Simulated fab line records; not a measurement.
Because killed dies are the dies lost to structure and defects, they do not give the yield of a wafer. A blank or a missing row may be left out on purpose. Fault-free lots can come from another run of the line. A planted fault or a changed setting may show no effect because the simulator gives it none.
The tool behind it: which one? | flow berkeley-cmos170 | 14 lots, 42 wafers sampled, at 4 steps of a route of 331

== WHAT EACH GAUGE READ, for each wafer ==
UCB170_ACTIVE_THK_MEAS_06. Usual: ACTIVE_NITRIDE_THK typically reads 219.4 nm, with standard deviation 2.4.
lot  | measured    | on            | ACTIVE_NITRIDE_THK (nm) | flag
L975 | day 4 20:58 | film-metro-04 | 225.4 224.0 223.0       |
L976 | day 4 20:59 | film-metro-02 | 220.2 220.3 220.0       |
L979 | day 5 08:23 | film-metro-04 | 221.3 221.4 219.6       |
L977 | day 5 08:24 | film-metro-01 | 221.5 222.5 220.0       |
L980 | day 5 18:31 | film-metro-01 | 218.3 217.8 220.3       |
L981 | day 5 18:32 | film-metro-04 | 221.2 223.7 222.9       |
L983 | day 6 12:43 | film-metro-02 | 221.0 218.8 218.9       |
L986 | day 6 18:48 | film-metro-01 | 218.4 221.2 221.3       |
L985 | day 6 18:49 | film-metro-02 | 220.5 221.4 220.9       |
L987 | day 7 10:38 | film-metro-01 | 221.9 221.6 222.0       |
L991 | day 7 22:28 | film-metro-01 | 216.5 216.1 216.3       |
L990 | day 7 22:35 | film-metro-02 | 216.3 216.9 217.0       |
L995 | day 8 15:02 | film-metro-02 | 217.9 220.6 220.2       |
L997 | day 9 09:21 | film-metro-02 | 217.4 216.4 217.4       |

UCB170_PLDD_TW_MEAS_11. Usual: PLDD_TW typically reads 1006, with standard deviation 7.9.
lot  | measured     | on            | PLDD_TW        | flag
L975 | day 7 01:58  | film-metro-01 | 1014 1007 1002 |
L976 | day 7 02:22  | film-metro-01 | 1005 1015 1012 |
L979 | day 7 17:26  | film-metro-04 | 998 996 1002   |
L977 | day 7 17:23  | film-metro-04 | 1002 1000 995  |
L980 | day 8 02:25  | film-metro-01 | 1009 1001 1008 |
L981 | day 8 02:41  | film-metro-04 | 999 1000 998   |
L983 | day 8 23:05  | film-metro-01 | 1014 1007 1014 |
L986 | day 9 06:41  | film-metro-04 | 1009 1009 1003 |
L985 | day 9 06:58  | film-metro-04 | 1001 1005 1008 |
L987 | day 9 15:53  | film-metro-04 | 1005 1005 1005 |
L991 | day 10 06:24 | film-metro-01 | 1011 1011 1014 |
L990 | day 10 06:41 | film-metro-01 | 1011 1008 1003 |
L995 | day 10 17:16 | film-metro-02 | 1028 1028 1029 |
L997 | day 11 18:33 | film-metro-04 | 999 997 1004   |

UCB170_NSD_CD_MEAS_06: target cd 1200 nm. Usual: cd-nm reads 1199.8 nm (standard deviation 1.5).
lot  | measured     | on        | cd-nm (nm)           | flag
L975 | day 7 14:28  | cd-sem-01 | 1199.1 1200.4 1198.9 |
L976 | day 7 14:46  | cd-sem-01 | 1197.3 1197.4 1198.0 |
L979 | day 8 07:25  | cd-sem-01 | 1197.7 1199.1 1198.8 |
L977 | day 8 07:06  | cd-sem-02 | 1202.4 1200.8 1202.1 |
L980 | day 8 17:07  | cd-sem-02 | 1198.4 1199.7 1200.1 |
L981 | day 8 17:49  | cd-sem-01 | 1200.0 1199.8 1201.4 |
L983 | day 9 07:56  | cd-sem-02 | 1199.7 1199.5 1200.4 |
L986 | day 9 17:04  | cd-sem-02 | 1207.1 1207.9 1207.0 | OFF
L985 | day 9 17:23  | cd-sem-01 | 1207.8 1208.8 1211.0 | OFF
L987 | day 10 02:06 | cd-sem-01 | 1197.9 1197.7 1199.6 |
L991 | day 10 16:59 | cd-sem-02 | 1200.1 1202.6 1201.0 |
L990 | day 10 18:00 | cd-sem-01 | 1198.1 1198.2 1198.3 |
L995 | day 11 04:37 | cd-sem-01 | 1202.4 1200.7 1200.7 |
L997 | day 12 04:20 | cd-sem-01 | 1201.0 1199.8 1201.3 |

== EACH LOT AND THE TOOL THAT RAN IT (in order: tool; ch and the chambers of the sampled wafers; start) ==
lot  | UCB170_NSD_PEB_04
L975 | litho-track-01 ch 0, day 7 14:00
L976 | litho-track-01 ch 0, day 7 14:29
L979 | litho-track-04 ch 0, day 8 07:05
L977 | litho-track-04 ch 0, day 8 06:50
L980 | litho-track-03 ch 0, day 8 16:50
L981 | litho-track-01 ch 0, day 8 17:32
L983 | litho-track-04 ch 0, day 9 07:40
L986 | litho-track-03 ch 0, day 9 16:47
L985 | litho-track-03 ch 0, day 9 17:07
L987 | litho-track-01 ch 0, day 10 01:49
L991 | litho-track-04 ch 0, day 10 16:42
L990 | litho-track-04 ch 0, day 10 17:44
L995 | litho-track-04 ch 0, day 11 04:20
L997 | litho-track-04 ch 0, day 12 04:03
- UCB170_NSD_PEB_04

== WHAT THE TOOLS THEMSELVES READ (means of the sampled wafers that have a number; where no wafer has one, the mark that the record gives instead) ==
UCB170_NSD_PEB_04. Usual: chill-plate-temp-C reads 23.00 C (standard deviation 0.11).
lot  | tool           | chill-plate-temp-C (C) | flag
L975 | litho-track-01 | 22.99                  |
L976 | litho-track-01 | 23.02                  |
L979 | litho-track-04 | 23.12                  |
L977 | litho-track-04 | 22.99                  |
L980 | litho-track-03 | 22.88                  |
L981 | litho-track-01 | 23.07                  |
L983 | litho-track-04 | 22.91                  |
L986 | litho-track-03 | 22.89                  |
L985 | litho-track-03 | 23.03                  |
L987 | litho-track-01 | 23.08                  |
L991 | litho-track-04 | 23.01                  |
L990 | litho-track-04 | 22.88                  |
L995 | litho-track-04 | 23.08                  |
L997 | litho-track-04 | 22.94                  |

== THE ANSWER, worked out from the rows above alone ==
Rule: a lot is off if the mean of its wafers that have a number lies more than 3 standard deviations from the usual mean. A lot without any number at a reading at which 4 lots or more have one is off too. All remaining lots with rows at the step are treated as sound. Order of review: gauges by route order, followed by the tools' own readings, for which a lot's mean as printed above is used. At the first step where some lot is off, the reading lying furthest off is the one used; lots without a number count as furthest.
Off, at UCB170_NSD_CD_MEAS_06 on cd-nm: L986, L985.
A tool fits if, at a process step before that reading, it ran every lot that is off, and no sound lot after the first of them. Gauges at UCB170_NSD_CD_MEAS_06: tried the same way as those tools. One candidate fits, namely litho-track-03 at UCB170_NSD_PEB_04. Its last sound lot is L980 (day 8 16:50), its first lot that is off L986 (day 9 16:47): a fault that began between those two fits.

== WHAT THE SIMULATOR PUT IN ==
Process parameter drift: litho-track-03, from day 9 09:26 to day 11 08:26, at UCB170_NSD_PEB_04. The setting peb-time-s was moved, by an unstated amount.
Lots struck among those shown: L986, L985. Same finding as the rule above.
